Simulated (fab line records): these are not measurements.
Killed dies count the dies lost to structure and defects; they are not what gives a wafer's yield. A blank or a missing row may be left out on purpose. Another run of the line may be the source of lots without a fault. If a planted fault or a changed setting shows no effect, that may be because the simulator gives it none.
Split-lot trial :: flow rit cmos :: route with 202 steps; 5 lots, 23 wafers read

== ON THE SPLIT ==
At RIT_NRETRO_IMPLANT_08, the setting energy kev was moved away from the recipe's 70 on 6 of the 23 wafers read, by -3.1% to +3.8%. The other wafers ran this setting at the recipe's value.

The reading is taken at the split's own step.

== THE READING ==
The simulator's own value implant.drp nm, read by no gauge, in nm at RIT_NRETRO_IMPLANT_08. The file does not state a usual value for it.

wafer: L075.1
tool, chamber at the split: implanter-04, 0
energy kev as run: 70
against the recipe: recipe
implant.drp nm, nm: 33.94
against lot-mates on the recipe: -

wafer: L075.2
tool, chamber at the split: implanter-04, 0
energy kev as run: 70
against the recipe: recipe
implant.drp nm, nm: 33.94
against lot-mates on the recipe: -

wafer: L075.3
tool, chamber at the split: implanter-04, 0
energy kev as run: 70
against the recipe: recipe
implant.drp nm, nm: 33.94
against lot-mates on the recipe: -

wafer: L077.1
tool, chamber at the split: implanter-02, 0
energy kev as run: 70
against the recipe: recipe
implant.drp nm, nm: 33.94
against lot-mates on the recipe: -

wafer: L077.3
tool, chamber at the split: implanter-02, 0
energy kev as run: 70
against the recipe: recipe
implant.drp nm, nm: 33.94
against lot-mates on the recipe: -

wafer: L077.4
tool, chamber at the split: implanter-02, 0
energy kev as run: 70
against the recipe: recipe
implant.drp nm, nm: 33.94
against lot-mates on the recipe: -

wafer: L077.5
tool, chamber at the split: implanter-02, 0
energy kev as run: 70
against the recipe: recipe
implant.drp nm, nm: 33.94
against lot-mates on the recipe: -

wafer: L077.6
tool, chamber at the split: implanter-02, 0
energy kev as run: 70
against the recipe: recipe
implant.drp nm, nm: 33.94
against lot-mates on the recipe: -

wafer: L078.2
tool, chamber at the split: implanter-04, 0
energy kev as run: 70
against the recipe: recipe
implant.drp nm, nm: 33.94
against lot-mates on the recipe: -

wafer: L078.3
tool, chamber at the split: implanter-04, 0
energy kev as run: 70
against the recipe: recipe
implant.drp nm, nm: 33.94
against lot-mates on the recipe: -

wafer: L078.4
tool, chamber at the split: implanter-04, 0
energy kev as run: 67.8
against the recipe: -3.1%
implant.drp nm, nm: 33.03
against lot-mates on the recipe: -0.91

wafer: L078.5
tool, chamber at the split: implanter-04, 0
energy kev as run: 67.8
against the recipe: -3.1%
implant.drp nm, nm: 33.03
against lot-mates on the recipe: -0.91

wafer: L078.6
tool, chamber at the split: implanter-04, 0
energy kev as run: 67.8
against the recipe: -3.1%
implant.drp nm, nm: 33.03
against lot-mates on the recipe: -0.91

wafer: L080.1
tool, chamber at the split: implanter-02, 0
energy kev as run: 70
against the recipe: recipe
implant.drp nm, nm: 33.94
against lot-mates on the recipe: -

wafer: L080.2
tool, chamber at the split: implanter-02, 0
energy kev as run: 70
against the recipe: recipe
implant.drp nm, nm: 33.94
against lot-mates on the recipe: -

wafer: L080.3
tool, chamber at the split: implanter-02, 0
energy kev as run: 70
against the recipe: recipe
implant.drp nm, nm: 33.94
against lot-mates on the recipe: -

wafer: L080.4
tool, chamber at the split: implanter-02, 0
energy kev as run: 70
against the recipe: recipe
implant.drp nm, nm: 33.94
against lot-mates on the recipe: -

wafer: L080.6
tool, chamber at the split: implanter-02, 0
energy kev as run: 70
against the recipe: recipe
implant.drp nm, nm: 33.94
against lot-mates on the recipe: -

wafer: L084.1
tool, chamber at the split: implanter-04, 0
energy kev as run: 70
against the recipe: recipe
implant.drp nm, nm: 33.94
against lot-mates on the recipe: -

wafer: L084.4
tool, chamber at the split: implanter-04, 0
energy kev as run: 70
against the recipe: recipe
implant.drp nm, nm: 33.94
against lot-mates on the recipe: -

wafer: L084.3
tool, chamber at the split: implanter-04, 0
energy kev as run: 72.68
against the recipe: +3.8%
implant.drp nm, nm: 35.03
against lot-mates on the recipe: +1.09

wafer: L084.5
tool, chamber at the split: implanter-04, 0
energy kev as run: 72.68
against the recipe: +3.8%
implant.drp nm, nm: 35.03
against lot-mates on the recipe: +1.09

wafer: L084.6
tool, chamber at the split: implanter-04, 0
energy kev as run: 72.68
against the recipe: +3.8%
implant.drp nm, nm: 35.03
against lot-mates on the recipe: +1.09

FIT RESULTS
A straight line over all 23 wafers: implant.drp nm changes by +0.287 nm for each +1% of energy kev; r = +1.00; the points scatter about the line by 0.0038 nm.
The same after taking each lot's own level away (the mean of its wafers on the recipe; 23 wafers): +0.287 nm for each +1%; r = +1.00; scatter 0.0038 nm.
Per that fit: largest energy kev move, reading shift of 1.1 nm.
The lots' own levels span 33.940 to 33.940 nm.
The two slopes are in agreement: the lot-to-lot level therefore moves the slope only a little.
Check: for one of the wafers moved furthest among these (+3.8%), held out of the fit, the line's prediction against its lot-mates is +1.1 nm. It came out at +1.09 nm against them.

== OTHER SPLITS APPLIED TO THESE WAFERS ==
Note: prior to the reading, these wafers also went through further splits. Each is held against what the fit with the lots' levels taken away leaves over:
other split on the same wafers: RIT_ACTIVE_OXIDATION_01 ox time s
wafers away from the commonest value: 18
r with implant.drp nm (lot level and that fit taken away): +0.17

other split on the same wafers: RIT_ACTIVE_COAT_06 spin rpm
wafers away from the commonest value: 4
r with implant.drp nm (lot level and that fit taken away): +0.27

other split on the same wafers: RIT_ACTIVE_ETCH_13 pressure mtorr
wafers away from the commonest value: 15
r with implant.drp nm (lot level and that fit taken away): +0.10

other split on the same wafers: RIT_FOX2_OXIDATION_00 ox time s
wafers away from the commonest value: 15
r with implant.drp nm (lot level and that fit taken away): -0.56

other split on the same wafers: RIT_NWELL_SOFTBAKE_02 temp c
wafers away from the commonest value: 11
r with implant.drp nm (lot level and that fit taken away): -0.27

other split on the same wafers: RIT_PWELL_COAT_01 resist thk nm
wafers away from the commonest value: 9
r with implant.drp nm (lot level and that fit taken away): -0.01

other split on the same wafers: RIT_PWELL_IMPLANT_08 dose cm2
wafers away from the commonest value: 6
r with implant.drp nm (lot level and that fit taken away): -0.10

other split on the same wafers: RIT_NRETRO_COAT_01 spin rpm
wafers away from the commonest value: 5
r with implant.drp nm (lot level and that fit taken away): +0.07

== THE WHOLE CHAIN: every reading that the file lists as answering this split, in the file's order ==
step: RIT_NRETRO_IMPLANT_08
what it does: 
reading: implant.rp nm (the simulator's own value, which no gauge read)
change (the file's fit): +0.868 nm for each +1% of the setting
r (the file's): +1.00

step: RIT_NRETRO_IMPLANT_08
what it does: 
reading: implant.drp nm (the simulator's own value, which no gauge read)
change (the file's fit): +0.286 nm for each +1% of the setting
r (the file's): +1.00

== THE FILE'S OWN FIT ==
implant.drp nm changes by +0.286 nm for each +1% of energy kev, r = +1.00.
